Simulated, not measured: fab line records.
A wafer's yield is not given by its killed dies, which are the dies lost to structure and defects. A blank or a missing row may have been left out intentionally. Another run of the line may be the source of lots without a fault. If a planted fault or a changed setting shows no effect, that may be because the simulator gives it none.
Split-lot experiment | flow berkeley cmos170 | 23 wafers read from 5 lots, route of 331 steps

## ON THE SPLIT
At UCB170_PLDD_EXPOSE_03 (exposes mask PSELECT, target cd 1200 nm), the setting dose mj was moved away from the recipe's 30 on 6 of the 23 wafers read, by -4.0% to -1.9%. This setting was run at the recipe's value on the other wafers.

## FROM THE SPLIT TO THE READING: what the file shows between them, 2 steps
- UCB170_PLDD_PEB_04
- UCB170_PLDD_DEVELOP_05: develop time 45 s

## THE READING
At UCB170_PLDD_CD_MEAS_06: cd nm in nanometres, against a target cd of 1200 nm. Fault-free wafers of this fab line usually give 1200.1 nm, standard deviation 1.4 nm.

wafer  | tool, chamber at the split | dose mj as run | against the recipe | cd nm, nm | against lot-mates on the recipe
L075.1 | krf scanner-02, 0          | 30             | recipe             | 1200.8    | -
L075.2 | krf scanner-02, 0          | 29.27          | -2.4%              | 1197.5    | -3.0
L075.3 | krf scanner-02, 0          | 30             | recipe             | 1199.6    | -
L075.5 | krf scanner-02, 0          | 29.27          | -2.4%              | 1195.1    | -5.4
L075.6 | krf scanner-02, 0          | 30             | recipe             | 1201.1    | -
L076.1 | krf scanner-01, 0          | 30             | recipe             | 1201.1    | -
L076.3 | krf scanner-01, 0          | 30             | recipe             | 1199.6    | -
L076.6 | krf scanner-01, 0          | 30             | recipe             | 1199.3    | -
L077.1 | krf scanner-01, 0          | 29.43          | -1.9%              | 1195.9    | -4.2
L077.2 | krf scanner-01, 0          | 30             | recipe             | 1199.9    | -
L077.3 | krf scanner-01, 0          | 29.43          | -1.9%              | 1196.5    | -3.6
L077.4 | krf scanner-01, 0          | 30             | recipe             | 1200.8    | -
L077.6 | krf scanner-01, 0          | 30             | recipe             | 1199.7    | -
L080.1 | krf scanner-01, 0          | 30             | recipe             | 1200.7    | -
L080.2 | krf scanner-01, 0          | 30             | recipe             | 1200.1    | -
L080.3 | krf scanner-01, 0          | 30             | recipe             | 1200.6    | -
L080.4 | krf scanner-01, 0          | 30             | recipe             | 1200.0    | -
L080.5 | krf scanner-01, 0          | 30             | recipe             | 1199.8    | -
L084.2 | krf scanner-02, 0          | 30             | recipe             | 1200.6    | -
L084.3 | krf scanner-02, 0          | 28.81          | -4.0%              | 1191.0    | -8.4
L084.4 | krf scanner-02, 0          | 30             | recipe             | 1198.7    | -
L084.5 | krf scanner-02, 0          | 30             | recipe             | 1198.8    | -
L084.6 | krf scanner-02, 0          | 28.81          | -4.0%              | 1192.4    | -7.0

FIT RESULTS
A straight line over all 23 wafers: cd nm changes by +1.98 nm for each +1% of dose mj; r = +0.95; the points scatter about the line by 0.86 nm.
The same after taking each lot's own level away (the mean of its wafers on the recipe; 23 wafers): +1.9 nm for each +1%; r = +0.96; scatter 0.74 nm.
Per that fit: largest dose mj move, reading shift of 7.6 nm.
The lots' own levels span 1199.37 to 1200.50 nm, that is 0.8 times the standard deviation above.
Consequently the slope shifts little with the lot-to-lot level, the two slopes agreeing.
Check: with one of the wafers moved furthest among these (-4.0%) left out of the fit, the line predicts -7.18 nm for it against its lot-mates. Against them it came out at -8.37 nm.

## ADDITIONAL SPLITS CARRIED BY THESE WAFERS
Note: prior to the reading, these wafers also went through further splits. Each is held against what the fit with the lots' levels taken away leaves over:
other split on the same wafers          | wafers away from the commonest value | r with cd nm (lot level and that fit taken away)
UCB170_START_OXIDATION_02 temp c        | 18                                   | -0.01
UCB170_WELLDRIVE_OXIDATION_01 ox time s | 15                                   | +0.00
UCB170_ACTIVE_COAT_08 spin rpm          | 7                                    | -0.09
UCB170_ACTIVE_ETCH_15 over etch frac    | 6                                    | +0.04
UCB170_PFIELD_IMPLANT_07 energy kev     | 7                                    | +0.26
UCB170_SCREENOX_OXIDATION_01 ox time s  | 18                                   | +0.02
UCB170_NVT_IMPLANT_07 energy kev        | 5                                    | -0.06
UCB170_PVT_COAT_01 resist thk nm        | 9                                    | -0.20

## FILE'S OWN FIT
cd nm changes by +1.9 nm for each +1% of dose mj, r = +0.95.
